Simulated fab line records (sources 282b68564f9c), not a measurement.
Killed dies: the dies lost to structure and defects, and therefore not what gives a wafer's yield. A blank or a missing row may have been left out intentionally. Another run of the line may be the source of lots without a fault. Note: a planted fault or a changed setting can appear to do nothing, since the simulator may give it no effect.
fab line records :: flow rit-cmos
record:
  lots: 14
  wafers: 42
  last-day: 7
route steps=202 shown SPACER@128
lots untouched by any fault: they come from a run of this same line in which no faults occurred
start-h: start of the lot's first displayed wafer, in hours after the record's first day :: wait-h: hours since the lot's step before :: " the same as in the row above :: L1.1+2: several wafers, shown together as one row :: - no value, or no start given :: * or withheld: withheld :: < > ~ a bound
route shown NAME@n: a module of which the file shows steps, and the number in the route of the first :: usual: average and standard deviation across the fault-free wafers :: same: alike in all rows :: chamber/n: place in a boat :: sites: the reading at each site :: _std_site: the values' standard deviation :: _edge_site: mean of outer sites minus mean of inner sites :: radius-mm: for every site, how far away it sits from the centre of the wafer :: mask NAME#n: copy n :: behind: the tool/chamber that last shaped the wafer :: hold: reason for holding the lot/hours on hold/outcome of the hold :: device: whichever transistor did not switch (one of n, p or np) :: end of line: at the end of the route, the tests of the same wafers :: a step given without rows: its recipe and nothing more :: killed: dies that structure and defects cost at the first sort, which is not the same as the wafer's yield :: map: per-die view of a wafer (x killed, . not killed, _ where there is no die)
set.NAME: the setting that was run; set.NAME@STEP: the one run at that earlier step :: model.NAME: the simulator's own value behind a step, which no gauge read
steps of the route over a sample of lots; a table a step, a row a wafer
services: when a tool's chamber went out of use (start-h, in hours from the record's first day, below 0 if earlier), for how many hours, and the reason
== steps ==
step: RIT_SPACER_CVD_03
recipe:
  material: Si3N4
  target-thk-nm: 250
  temp-c: 810
  precursor: SiH2Cl2/NH3
  time-s: 3300
  pressure-mtorr: 300
  sih2cl2-flow-sccm: 60
  nh3-flow-sccm: 150
usual:
  zone-power-source-pct: 22.4/1.5
lot.wafer: L725.1
tool: lpcvd-01
chamber: 0
start-h: 45.47
wait-h: 0.0
zone-power-source-pct: 22.3

lot.wafer: L725.2
tool: lpcvd-01
chamber: 0
start-h: 45.47
wait-h: 0.0
zone-power-source-pct: 22.1

lot.wafer: L725.5
tool: lpcvd-01
chamber: 0
start-h: 45.47
wait-h: 0.0
zone-power-source-pct: 22.2

lot.wafer: L726.2
tool: lpcvd-02
chamber: 0
start-h: 49.70
wait-h: 0.0
zone-power-source-pct: 24.7

lot.wafer: L726.3
tool: lpcvd-02
chamber: 0
start-h: 49.70
wait-h: 0.0
zone-power-source-pct: 24.6

lot.wafer: L726.5
tool: lpcvd-02
chamber: 0
start-h: 49.70
wait-h: 0.0
zone-power-source-pct: 24.6

lot.wafer: L727.1
tool: lpcvd-02
chamber: 0
start-h: 54.00
wait-h: 0.0
zone-power-source-pct: 24.3

lot.wafer: L727.3
tool: lpcvd-02
chamber: 0
start-h: 54.00
wait-h: 0.0
zone-power-source-pct: 25.1

lot.wafer: L727.5
tool: lpcvd-02
chamber: 0
start-h: 54.00
wait-h: 0.0
zone-power-source-pct: 25.0

lot.wafer: L729.1
tool: lpcvd-01
chamber: 1
start-h: 64.94
wait-h: 0.0
zone-power-source-pct: 20.2

lot.wafer: L729.3
tool: lpcvd-01
chamber: 1
start-h: 64.94
wait-h: 0.0
zone-power-source-pct: 20.8

lot.wafer: L729.4
tool: lpcvd-01
chamber: 1
start-h: 64.94
wait-h: 0.0
zone-power-source-pct: 20.8

lot.wafer: L730.1
tool: lpcvd-02
chamber: 0
start-h: 69.44
wait-h: 0.0
zone-power-source-pct: 24.9

lot.wafer: L730.4
tool: lpcvd-02
chamber: 0
start-h: 69.44
wait-h: 0.0
zone-power-source-pct: 24.2

lot.wafer: L730.6
tool: lpcvd-02
chamber: 0
start-h: 69.44
wait-h: 0.0
zone-power-source-pct: 24.6

lot.wafer: L732.1
tool: lpcvd-01
chamber: 0
start-h: 77.98
wait-h: 0.0
zone-power-source-pct: 21.8

lot.wafer: L732.4
tool: lpcvd-01
chamber: 0
start-h: 77.98
wait-h: 0.0
zone-power-source-pct: 22.5

lot.wafer: L732.6
tool: lpcvd-01
chamber: 0
start-h: 77.98
wait-h: 0.0
zone-power-source-pct: 22.1

lot.wafer: L733.2
tool: lpcvd-01
chamber: 0
start-h: 84.64
wait-h: 0.0
zone-power-source-pct: 22.5

lot.wafer: L733.5
tool: lpcvd-01
chamber: 0
start-h: 84.64
wait-h: 0.0
zone-power-source-pct: 22.3

lot.wafer: L733.6
tool: lpcvd-01
chamber: 0
start-h: 84.64
wait-h: 0.0
zone-power-source-pct: 22.1

lot.wafer: L735.1
tool: lpcvd-01
chamber: 1
start-h: 95.24
wait-h: 0.0
zone-power-source-pct: 21.0

lot.wafer: L735.3
tool: lpcvd-01
chamber: 1
start-h: 95.24
wait-h: 0.0
zone-power-source-pct: 20.6

lot.wafer: L735.5
tool: lpcvd-01
chamber: 1
start-h: 95.24
wait-h: 0.0
zone-power-source-pct: 20.8

lot.wafer: L736.3
tool: lpcvd-01
chamber: 1
start-h: 98.97
wait-h: 0.0
zone-power-source-pct: 20.4

lot.wafer: L736.5
tool: lpcvd-01
chamber: 1
start-h: 98.97
wait-h: 0.0
zone-power-source-pct: 20.8

lot.wafer: L736.6
tool: lpcvd-01
chamber: 1
start-h: 98.97
wait-h: 0.0
zone-power-source-pct: 20.6

lot.wafer: L741.2
tool: lpcvd-02
chamber: 0
start-h: 123.85
wait-h: 0.0
zone-power-source-pct: 24.4

lot.wafer: L741.4
tool: lpcvd-02
chamber: 0
start-h: 123.85
wait-h: 0.0
zone-power-source-pct: 24.4

lot.wafer: L741.6
tool: lpcvd-02
chamber: 0
start-h: 123.85
wait-h: 0.0
zone-power-source-pct: 24.7

lot.wafer: L741.2
tool: lpcvd-02
chamber: 0
start-h: 125.93
wait-h: 0.2
zone-power-source-pct: 24.2

lot.wafer: L741.4
tool: lpcvd-02
chamber: 0
start-h: 125.93
wait-h: 0.2
zone-power-source-pct: 24.2

lot.wafer: L741.6
tool: lpcvd-02
chamber: 0
start-h: 125.93
wait-h: 0.2
zone-power-source-pct: 24.8

lot.wafer: L742.1
tool: lpcvd-01
chamber: 0
start-h: 129.12
wait-h: 0.0
zone-power-source-pct: 22.5

lot.wafer: L742.2
tool: lpcvd-01
chamber: 0
start-h: 129.12
wait-h: 0.0
zone-power-source-pct: 22.0

lot.wafer: L742.3
tool: lpcvd-01
chamber: 0
start-h: 129.12
wait-h: 0.0
zone-power-source-pct: 22.1

lot.wafer: L742.1
tool: lpcvd-01
chamber: 0
start-h: 131.20
wait-h: 0.2
zone-power-source-pct: 22.5

lot.wafer: L742.2
tool: lpcvd-01
chamber: 0
start-h: 131.20
wait-h: 0.2
zone-power-source-pct: 22.6

lot.wafer: L742.3
tool: lpcvd-01
chamber: 0
start-h: 131.20
wait-h: 0.2
zone-power-source-pct: 22.2

lot.wafer: L744.1
tool: lpcvd-01
chamber: 1
start-h: 139.42
wait-h: 0.0
zone-power-source-pct: 20.6

lot.wafer: L744.2
tool: lpcvd-01
chamber: 1
start-h: 139.42
wait-h: 0.0
zone-power-source-pct: 20.8

lot.wafer: L744.5
tool: lpcvd-01
chamber: 1
start-h: 139.42
wait-h: 0.0
zone-power-source-pct: 21.1

lot.wafer: L746.2
tool: lpcvd-02
chamber: 1
start-h: 148.11
wait-h: 0.0
zone-power-source-pct: 22.5

lot.wafer: L746.3
tool: lpcvd-02
chamber: 1
start-h: 148.11
wait-h: 0.0
zone-power-source-pct: 22.3

lot.wafer: L746.4
tool: lpcvd-02
chamber: 1
start-h: 148.11
wait-h: 0.0
zone-power-source-pct: 22.2

lot.wafer: L748.1
tool: lpcvd-01
chamber: 0
start-h: 159.01
wait-h: 0.0
zone-power-source-pct: 22.6

lot.wafer: L748.2
tool: lpcvd-01
chamber: 0
start-h: 159.01
wait-h: 0.0
zone-power-source-pct: 21.8

lot.wafer: L748.4
tool: lpcvd-01
chamber: 0
start-h: 159.01
wait-h: 0.0
zone-power-source-pct: 22.3
step: RIT_SPACER_THK_MEAS_04
recipe:
  reads: Si3N4_of_SPACER_CVD_03
usual:
  SPACER_NITRIDE_THK: 251.0/2.1
lot.wafer: L725.1
tool: film-metro-01
chamber: -
start-h: 47.39
wait-h: 0.0
SPACER_NITRIDE_THK[nm]: 249.0

lot.wafer: L725.2
tool: film-metro-01
chamber: -
start-h: 47.39
wait-h: 0.0
SPACER_NITRIDE_THK[nm]: 249.8

lot.wafer: L725.5
tool: film-metro-01
chamber: -
start-h: 47.39
wait-h: 0.0
SPACER_NITRIDE_THK[nm]: 250.1

lot.wafer: L726.2
tool: film-metro-02
chamber: -
start-h: 51.62
wait-h: 0.0
SPACER_NITRIDE_THK[nm]: 251.0

lot.wafer: L726.3
tool: film-metro-02
chamber: -
start-h: 51.62
wait-h: 0.0
SPACER_NITRIDE_THK[nm]: 252.4

lot.wafer: L726.5
tool: film-metro-02
chamber: -
start-h: 51.62
wait-h: 0.0
SPACER_NITRIDE_THK[nm]: 251.5

lot.wafer: L727.1
tool: film-metro-02
chamber: -
start-h: 55.92
wait-h: 0.0
SPACER_NITRIDE_THK[nm]: 247.6

lot.wafer: L727.3
tool: film-metro-02
chamber: -
start-h: 55.92
wait-h: 0.0
SPACER_NITRIDE_THK[nm]: 250.1

lot.wafer: L727.5
tool: film-metro-02
chamber: -
start-h: 55.92
wait-h: 0.0
SPACER_NITRIDE_THK[nm]: 250.0

lot.wafer: L729.1
tool: film-metro-01
chamber: -
start-h: 66.86
wait-h: 0.0
SPACER_NITRIDE_THK[nm]: 250.0

lot.wafer: L729.3
tool: film-metro-01
chamber: -
start-h: 66.86
wait-h: 0.0
SPACER_NITRIDE_THK[nm]: 251.2

lot.wafer: L729.4
tool: film-metro-01
chamber: -
start-h: 66.86
wait-h: 0.0
SPACER_NITRIDE_THK[nm]: 252.1

lot.wafer: L730.1
tool: film-metro-01
chamber: -
start-h: 71.35
wait-h: 0.0
SPACER_NITRIDE_THK[nm]: 251.5

lot.wafer: L730.4
tool: film-metro-01
chamber: -
start-h: 71.35
wait-h: 0.0
SPACER_NITRIDE_THK[nm]: 253.5

lot.wafer: L730.6
tool: film-metro-01
chamber: -
start-h: 71.35
wait-h: 0.0
SPACER_NITRIDE_THK[nm]: 251.7

lot.wafer: L732.1
tool: film-metro-01
chamber: -
start-h: 79.90
wait-h: 0.0
SPACER_NITRIDE_THK[nm]: 250.9

lot.wafer: L732.4
tool: film-metro-01
chamber: -
start-h: 79.90
wait-h: 0.0
SPACER_NITRIDE_THK[nm]: 250.1

lot.wafer: L732.6
tool: film-metro-01
chamber: -
start-h: 79.90
wait-h: 0.0
SPACER_NITRIDE_THK[nm]: 250.9

lot.wafer: L733.2
tool: film-metro-01
chamber: -
start-h: 86.56
wait-h: 0.0
SPACER_NITRIDE_THK[nm]: 248.7

lot.wafer: L733.5
tool: film-metro-01
chamber: -
start-h: 86.56
wait-h: 0.0
SPACER_NITRIDE_THK[nm]: 251.2

lot.wafer: L733.6
tool: film-metro-01
chamber: -
start-h: 86.56
wait-h: 0.0
SPACER_NITRIDE_THK[nm]: 250.2

lot.wafer: L735.1
tool: film-metro-02
chamber: -
start-h: 97.15
wait-h: 0.0
SPACER_NITRIDE_THK[nm]: 251.0

lot.wafer: L735.3
tool: film-metro-02
chamber: -
start-h: 97.15
wait-h: 0.0
SPACER_NITRIDE_THK[nm]: 248.9

lot.wafer: L735.5
tool: film-metro-02
chamber: -
start-h: 97.15
wait-h: 0.0
SPACER_NITRIDE_THK[nm]: 248.9

lot.wafer: L736.3
tool: film-metro-02
chamber: -
start-h: 100.90
wait-h: 0.0
SPACER_NITRIDE_THK[nm]: 249.2

lot.wafer: L736.5
tool: film-metro-02
chamber: -
start-h: 100.90
wait-h: 0.0
SPACER_NITRIDE_THK[nm]: 249.2

lot.wafer: L736.6
tool: film-metro-02
chamber: -
start-h: 100.90
wait-h: 0.0
SPACER_NITRIDE_THK[nm]: 249.8

lot.wafer: L741.2
tool: film-metro-02
chamber: -
start-h: 127.86
wait-h: 0.0
SPACER_NITRIDE_THK[nm]: 502.0

lot.wafer: L741.4
tool: film-metro-02
chamber: -
start-h: 127.86
wait-h: 0.0
SPACER_NITRIDE_THK[nm]: 495.9

lot.wafer: L741.6
tool: film-metro-02
chamber: -
start-h: 127.86
wait-h: 0.0
SPACER_NITRIDE_THK[nm]: 496.0

lot.wafer: L742.1
tool: film-metro-01
chamber: -
start-h: 133.12
wait-h: 0.0
SPACER_NITRIDE_THK[nm]: 501.4

lot.wafer: L742.2
tool: film-metro-01
chamber: -
start-h: 133.12
wait-h: 0.0
SPACER_NITRIDE_THK[nm]: 505.4

lot.wafer: L742.3
tool: film-metro-01
chamber: -
start-h: 133.12
wait-h: 0.0
SPACER_NITRIDE_THK[nm]: 503.3

lot.wafer: L744.1
tool: film-metro-04
chamber: -
start-h: 141.33
wait-h: 0.0
SPACER_NITRIDE_THK[nm]: 248.7

lot.wafer: L744.2
tool: film-metro-04
chamber: -
start-h: 141.33
wait-h: 0.0
SPACER_NITRIDE_THK[nm]: 249.9

lot.wafer: L744.5
tool: film-metro-04
chamber: -
start-h: 141.33
wait-h: 0.0
SPACER_NITRIDE_THK[nm]: 250.4

lot.wafer: L746.2
tool: film-metro-02
chamber: -
start-h: 150.04
wait-h: 0.0
SPACER_NITRIDE_THK[nm]: 252.9

lot.wafer: L746.3
tool: film-metro-02
chamber: -
start-h: 150.04
wait-h: 0.0
SPACER_NITRIDE_THK[nm]: 250.5

lot.wafer: L746.4
tool: film-metro-02
chamber: -
start-h: 150.04
wait-h: 0.0
SPACER_NITRIDE_THK[nm]: 249.6

lot.wafer: L748.1
tool: film-metro-02
chamber: -
start-h: 160.93
wait-h: 0.0
SPACER_NITRIDE_THK[nm]: 252.3

lot.wafer: L748.2
tool: film-metro-02
chamber: -
start-h: 160.93
wait-h: 0.0
SPACER_NITRIDE_THK[nm]: 250.4

lot.wafer: L748.4
tool: film-metro-02
chamber: -
start-h: 160.93
wait-h: 0.0
SPACER_NITRIDE_THK[nm]: 250.9
step: RIT_SPACER_ETCHBACK_05
recipe:
  target-depth-a: 2500
  SF6_flow_sccm: 30
  CHF3_flow_sccm: 30
  target: Si3N4
  chemistry: SF6/CHF3
  pressure-mtorr: 40
  rf-w: 250
  time-s: 240
  stop-on: SiO2
usual:
  drypump-motor-current-A: 5.9/0.54
  oes-product-au: 0.850/0.011
  throttle-valve-pct: 10.27/0.14
lot.wafer: L725.1
tool: rie-diel-01
chamber: 2
start-h: 47.45
wait-h: 0.1
drypump-motor-current-A: 5.2
oes-product-au: 0.836
rf-hours-counter-h: 58
throttle-valve-pct: 10.44

lot.wafer: L725.2
tool: rie-diel-01
chamber: 3
start-h: 47.45
wait-h: 0.1
drypump-motor-current-A: 6.6
oes-product-au: 0.840
rf-hours-counter-h: 170
throttle-valve-pct: 10.24

lot.wafer: L725.5
tool: rie-diel-01
chamber: 2
start-h: 47.45
wait-h: 0.1
drypump-motor-current-A: 5.2
oes-product-au: 0.842
rf-hours-counter-h: -
throttle-valve-pct: 10.45

lot.wafer: L726.2
tool: rie-diel-01
chamber: 1
start-h: 51.67
wait-h: 0.0
drypump-motor-current-A: 6.6
oes-product-au: 0.860
rf-hours-counter-h: 5
throttle-valve-pct: 10.43

lot.wafer: L726.3
tool: rie-diel-01
chamber: 0
start-h: 51.67
wait-h: 0.0
drypump-motor-current-A: 5.1
oes-product-au: 0.839
rf-hours-counter-h: 10
throttle-valve-pct: 10.23

lot.wafer: L726.5
tool: rie-diel-01
chamber: 0
start-h: 51.67
wait-h: 0.0
drypump-motor-current-A: 5.1
oes-product-au: 0.850
rf-hours-counter-h: -
throttle-valve-pct: 10.22

lot.wafer: L727.1
tool: rie-diel-02
chamber: 0
start-h: 55.98
wait-h: 0.1
drypump-motor-current-A: 6.5
oes-product-au: 0.843
rf-hours-counter-h: 114
throttle-valve-pct: 10.03

lot.wafer: L727.3
tool: rie-diel-02
chamber: 3
start-h: 55.98
wait-h: 0.1
drypump-motor-current-A: 5.7
oes-product-au: 0.836
rf-hours-counter-h: 55
throttle-valve-pct: 10.33

lot.wafer: L727.5
tool: rie-diel-02
chamber: 3
start-h: 55.98
wait-h: 0.1
drypump-motor-current-A: 5.7
oes-product-au: 0.844
rf-hours-counter-h: -
throttle-valve-pct: 10.32

lot.wafer: L729.1
tool: rie-diel-04
chamber: 3
start-h: 66.92
wait-h: 0.1
drypump-motor-current-A: 5.4
oes-product-au: 0.856
rf-hours-counter-h: 66
throttle-valve-pct: 10.21

lot.wafer: L729.3
tool: rie-diel-04
chamber: 1
start-h: 66.92
wait-h: 0.1
drypump-motor-current-A: 5.5
oes-product-au: 0.841
rf-hours-counter-h: 154
throttle-valve-pct: 10.26

lot.wafer: L729.4
tool: rie-diel-04
chamber: 2
start-h: 66.92
wait-h: 0.1
drypump-motor-current-A: 5.6
oes-product-au: 0.834
rf-hours-counter-h: 130
throttle-valve-pct: 10.18

lot.wafer: L730.1
tool: rie-diel-01
chamber: 0
start-h: 71.41
wait-h: 0.1
drypump-motor-current-A: 5.1
oes-product-au: 0.851
rf-hours-counter-h: 11
throttle-valve-pct: 10.20

lot.wafer: L730.4
tool: rie-diel-01
chamber: 1
start-h: 71.41
wait-h: 0.1
drypump-motor-current-A: 6.6
oes-product-au: 0.860
rf-hours-counter-h: -
throttle-valve-pct: 10.42

lot.wafer: L730.6
tool: rie-diel-01
chamber: 2
start-h: 71.41
wait-h: 0.1
drypump-motor-current-A: 5.2
oes-product-au: 0.848
rf-hours-counter-h: -
throttle-valve-pct: 10.46

lot.wafer: L732.1
tool: rie-diel-04
chamber: 2
start-h: 79.96
wait-h: 0.1
drypump-motor-current-A: 5.6
oes-product-au: 0.828
rf-hours-counter-h: 131
throttle-valve-pct: 10.19

lot.wafer: L732.4
tool: rie-diel-04
chamber: 3
start-h: 79.96
wait-h: 0.1
drypump-motor-current-A: 5.4
oes-product-au: 0.859
rf-hours-counter-h: 67
throttle-valve-pct: 10.20

lot.wafer: L732.6
tool: rie-diel-04
chamber: 3
start-h: 79.96
wait-h: 0.1
drypump-motor-current-A: 5.4
oes-product-au: 0.864
rf-hours-counter-h: -
throttle-valve-pct: 10.20

lot.wafer: L733.2
tool: rie-diel-01
chamber: 2
start-h: 86.61
wait-h: 0.0
drypump-motor-current-A: 5.2
oes-product-au: 0.842
rf-hours-counter-h: 59
throttle-valve-pct: 10.44

lot.wafer: L733.5
tool: rie-diel-01
chamber: 3
start-h: 86.61
wait-h: 0.0
drypump-motor-current-A: 6.6
oes-product-au: 0.850
rf-hours-counter-h: -
throttle-valve-pct: 10.24

lot.wafer: L733.6
tool: rie-diel-01
chamber: 2
start-h: 86.61
wait-h: 0.0
drypump-motor-current-A: 5.2
oes-product-au: 0.849
rf-hours-counter-h: -
throttle-valve-pct: 10.44

lot.wafer: L735.1
tool: rie-diel-01
chamber: 3
start-h: 97.21
wait-h: 0.1
drypump-motor-current-A: 6.6
oes-product-au: 0.847
rf-hours-counter-h: 0
throttle-valve-pct: 10.25

lot.wafer: L735.3
tool: rie-diel-01
chamber: 2
start-h: 97.21
wait-h: 0.1
drypump-motor-current-A: 5.2
oes-product-au: 0.834
rf-hours-counter-h: 59
throttle-valve-pct: 10.44

lot.wafer: L735.5
tool: rie-diel-01
chamber: 3
start-h: 97.21
wait-h: 0.1
drypump-motor-current-A: 6.6
oes-product-au: 0.842
rf-hours-counter-h: -
throttle-valve-pct: 10.23

lot.wafer: L736.3
tool: rie-diel-04
chamber: 1
start-h: 100.94
wait-h: 0.0
drypump-motor-current-A: 5.5
oes-product-au: 0.849
rf-hours-counter-h: 154
throttle-valve-pct: 10.28

lot.wafer: L736.5
tool: rie-diel-04
chamber: 2
start-h: 100.94
wait-h: 0.0
drypump-motor-current-A: 5.7
oes-product-au: 0.831
rf-hours-counter-h: -
throttle-valve-pct: 10.18

lot.wafer: L736.6
tool: rie-diel-04
chamber: 1
start-h: 100.94
wait-h: 0.0
drypump-motor-current-A: 5.5
oes-product-au: 0.843
rf-hours-counter-h: -
throttle-valve-pct: 10.27

lot.wafer: L741.2
tool: rie-diel-01
chamber: 2
start-h: 127.91
wait-h: 0.0
drypump-motor-current-A: 5.2
oes-product-au: 0.996
rf-hours-counter-h: 60
throttle-valve-pct: 10.48

lot.wafer: L741.4
tool: rie-diel-01
chamber: 3
start-h: 127.91
wait-h: 0.0
drypump-motor-current-A: 6.6
oes-product-au: 0.977
rf-hours-counter-h: 1
throttle-valve-pct: 10.30

lot.wafer: L741.6
tool: rie-diel-01
chamber: 1
start-h: 127.91
wait-h: 0.0
drypump-motor-current-A: 6.6
oes-product-au: 1.005
rf-hours-counter-h: -
throttle-valve-pct: 10.49

lot.wafer: L742.1
tool: rie-diel-01
chamber: 3
start-h: 133.18
wait-h: 0.1
drypump-motor-current-A: 6.6
oes-product-au: 0.984
rf-hours-counter-h: 1
throttle-valve-pct: 10.29

lot.wafer: L742.2
tool: rie-diel-01
chamber: 0
start-h: 133.18
wait-h: 0.1
drypump-motor-current-A: 5.1
oes-product-au: 0.966
rf-hours-counter-h: 12
throttle-valve-pct: 10.25

lot.wafer: L742.3
tool: rie-diel-01
chamber: 1
start-h: 133.18
wait-h: 0.1
drypump-motor-current-A: 6.6
oes-product-au: 1.000
rf-hours-counter-h: 7
throttle-valve-pct: 10.48

lot.wafer: L744.1
tool: rie-diel-02
chamber: 3
start-h: 141.39
wait-h: 0.1
drypump-motor-current-A: 5.7
oes-product-au: 0.839
rf-hours-counter-h: 57
throttle-valve-pct: 10.33

lot.wafer: L744.2
tool: rie-diel-02
chamber: 0
start-h: 141.39
wait-h: 0.1
drypump-motor-current-A: 6.4
oes-product-au: 0.851
rf-hours-counter-h: 116
throttle-valve-pct: 10.04

lot.wafer: L744.5
tool: rie-diel-02
chamber: 3
start-h: 141.39
wait-h: 0.1
drypump-motor-current-A: 5.7
oes-product-au: 0.842
rf-hours-counter-h: -
throttle-valve-pct: 10.32

lot.wafer: L746.2
tool: rie-diel-01
chamber: 3
start-h: 150.09
wait-h: 0.0
drypump-motor-current-A: 6.7
oes-product-au: 0.846
rf-hours-counter-h: 2
throttle-valve-pct: 10.25

lot.wafer: L746.3
tool: rie-diel-01
chamber: 0
start-h: 150.09
wait-h: 0.0
drypump-motor-current-A: 5.1
oes-product-au: 0.839
rf-hours-counter-h: 12
throttle-valve-pct: 10.21

lot.wafer: L746.4
tool: rie-diel-01
chamber: 3
start-h: 150.09
wait-h: 0.0
drypump-motor-current-A: 6.6
oes-product-au: 0.846
rf-hours-counter-h: -
throttle-valve-pct: 10.24

lot.wafer: L748.1
tool: rie-diel-02
chamber: 0
start-h: 160.99
wait-h: 0.1
drypump-motor-current-A: 6.4
oes-product-au: 0.857
rf-hours-counter-h: 117
throttle-valve-pct: 10.02

lot.wafer: L748.2
tool: rie-diel-02
chamber: 1
start-h: 160.99
wait-h: 0.1
drypump-motor-current-A: 5.7
oes-product-au: 0.846
rf-hours-counter-h: 5
throttle-valve-pct: 10.17

lot.wafer: L748.4
tool: rie-diel-02
chamber: 3
start-h: 160.99
wait-h: 0.1
drypump-motor-current-A: 5.7
oes-product-au: 0.839
rf-hours-counter-h: 57
throttle-valve-pct: 10.32
== services ==
tool: rie-diel-04
chamber: -
start-h: 38.62
hours: 1.4
kind: repair

tool: rie-diel-01
chamber: 3
start-h: 50.59
hours: 8.4
kind: repair

tool: rie-diel-01
chamber: 3
start-h: 59.00
hours: -
kind: clean

tool: rie-diel-01
chamber: 3
start-h: 59.00
hours: 19.1
kind: scheduled-down

tool: rie-diel-01
chamber: 3
start-h: 59.00
hours: 19.1
kind: vent-cycle

tool: rie-diel-04
chamber: 2
start-h: 75.73
hours: 3.9
kind: repair

tool: rie-diel-04
chamber: -
start-h: 85.46
hours: 1.3
kind: repair

tool: rie-diel-04
chamber: 3
start-h: 100.90
hours: 8.7
kind: repair

tool: rie-diel-04
chamber: 1
start-h: 121.16
hours: -
kind: clean

tool: rie-diel-04
chamber: 1
start-h: 121.16
hours: 15.9
kind: scheduled-down

tool: rie-diel-04
chamber: 1
start-h: 121.16
hours: 15.9
kind: vent-cycle

tool: rie-diel-04
chamber: -
start-h: 131.15
hours: 0.5
kind: repair

tool: rie-diel-01
chamber: 2
start-h: 134.59
hours: 16.3
kind: repair

tool: rie-diel-02
chamber: -
start-h: 159.72
hours: 0.4
kind: repair
== key ==
first-sign:
  step: RIT_SPACER_CVD_03
  reading: visit
  direction: added
effect:
  step: RIT_SPACER_THK_MEAS_04
  reading: SPACER_NITRIDE_THK
  direction: up
  sigmas: 99+
  usual: 251.0
  struck: 500.6
effect:
  step: RIT_SPACER_ETCHBACK_05
  reading: oes-product-au
  direction: up
  sigmas: 13
  usual: 0.850
  struck: 0.988
met-at RIT_SPACER_CVD_03
struck-lots L741,L742
later-rows-left-out L741.2,L741.4,L741.6,L742.1,L742.2,L742.3
sort-left-out L741.2,L741.4,L741.6,L742.1,L742.2,L742.3
tester-left-out L741,L742
fault:
  kind: repeated-step-whole
  tool: lpcvd-01,lpcvd-02
  chamber: -
  onset-h: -
  steps: RIT_SPACER_CVD_03
  times: 1
  scope: struck-lots-only
tester-left-out: of these lots the tester's yield and bins aren't shown, on N5 and GAA mostly nor the transistor test; their killed dies are dies lost to structure and defects alone, not to doping, threshold or leakage, so they don't give the yield
sort-left-out: the simulated sort isn't trusted on such a fault, so these wafers' sort isn't shown, and their yield isn't known
later-rows-left-out: the simulator's readings of these wafers behind a module that went badly wrong aren't trusted and aren't shown, but for the sort
